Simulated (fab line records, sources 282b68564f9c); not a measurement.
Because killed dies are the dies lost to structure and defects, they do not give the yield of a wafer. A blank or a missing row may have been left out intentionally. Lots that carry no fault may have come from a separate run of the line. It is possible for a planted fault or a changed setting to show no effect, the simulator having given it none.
Which tool is to blame? -- flow rit_cmos -- 39 wafers from 13 lots sampled at 2 of the route's 202 steps

WHAT EACH GAUGE READ, for each wafer
Not one reading of a measure or inspect step in the record can be checked against a usual standard deviation.

EACH LOT AND THE TOOL THAT RAN IT (in order: tool; ch and the chambers of the sampled wafers; start)
lot,RIT_FOX2_WET_ETCH_03,RIT_M1_PROBE_99
L821,"wet_bench-02 ch 2, day 2 01:04","prober-02, day 4 03:40"
L822,"wet_bench-04 ch 0, day 2 04:58",-
L825,"wet_bench-04 ch 1, day 3 07:36",-
L826,"wet_bench-04 ch 2, day 3 07:36",-
L827,"wet_bench-04 ch 2, day 3 07:36",-
L828,"wet_bench-04 ch 1, day 3 19:05",-
L830,"wet_bench-04 ch 2, day 3 23:29",-
L835,"wet_bench-02 ch 0, day 4 22:52",-
L837,"wet_bench-02 ch 1, day 5 07:29",-
L841,"wet_bench-02 ch 1, day 6 04:18","prober-01, day 7 23:29"
L842,"wet_bench-03 ch 1, day 6 05:33",-
L843,"wet_bench-04 ch 2, day 6 13:57",-
L844,"wet_bench-02 ch 3, day 6 17:32",-
- RIT_FOX2_WET_ETCH_03: etches Si3N4 in H3PO4, target depth 195 nm, time 2700 s.
- RIT_M1_PROBE_99

WHAT THE TOOLS THEMSELVES READ (means of the sampled wafers that have a number; where no wafer has one, the mark that the record gives instead)
RIT_FOX2_WET_ETCH_03. Usual: run_length_s 2727 s, standard deviation 3.1.
lot,tool,run_length_s (s),flag
L821,wet_bench-02,2733,
L822,wet_bench-04,2734,
L825,wet_bench-04,2726,
L826,wet_bench-04,2726,
L827,wet_bench-04,2726,
L828,wet_bench-04,2726,
L830,wet_bench-04,2725,
L835,wet_bench-02,2724,
L837,wet_bench-02,2725,
L841,wet_bench-02,5426,OFF
L842,wet_bench-03,2725,
L843,wet_bench-04,2726,
L844,wet_bench-02,2734,

RIT_M1_PROBE_99. Usual: killed_at_contacts 0.1, standard deviation 0.25; killed_at_front_end 7, standard deviation 3.1; killed_dies 7, standard deviation 3.2; killed_open 3.3, standard deviation 2; killed_short 3.5, standard deviation 2.
lot,tool,killed_at_contacts,killed_at_front_end,killed_dies,killed_open,killed_short,flag
L821,prober-02,0.0,5,5,1.0,3.7,
L841,prober-01,0.0,5,5,2.7,2.0,

THE ANSWER, worked out from the rows above alone
Rule: a lot counts as off when the mean over its wafers that have a number is more than 3 standard deviations away from the usual mean. Also off: a lot with no number at a reading for which 4 or more lots have one. Where the step has rows for the other lots, those lots are counted as sound. The gauges are gone through in route order, then the tools' own readings, and for those a lot's mean is taken as printed above. The first step at which some lot is off is used, and at that step the reading that is off furthest; a lot without a number counts as furthest.
Off: L841 (RIT_FOX2_WET_ETCH_03, run_length_s).
If a tool, at that step or one of the process steps before it, ran each lot that is off and ran no sound lot following the first of them, it fits. Not one of the candidates tried fits.

WHAT THE SIMULATOR PUT IN
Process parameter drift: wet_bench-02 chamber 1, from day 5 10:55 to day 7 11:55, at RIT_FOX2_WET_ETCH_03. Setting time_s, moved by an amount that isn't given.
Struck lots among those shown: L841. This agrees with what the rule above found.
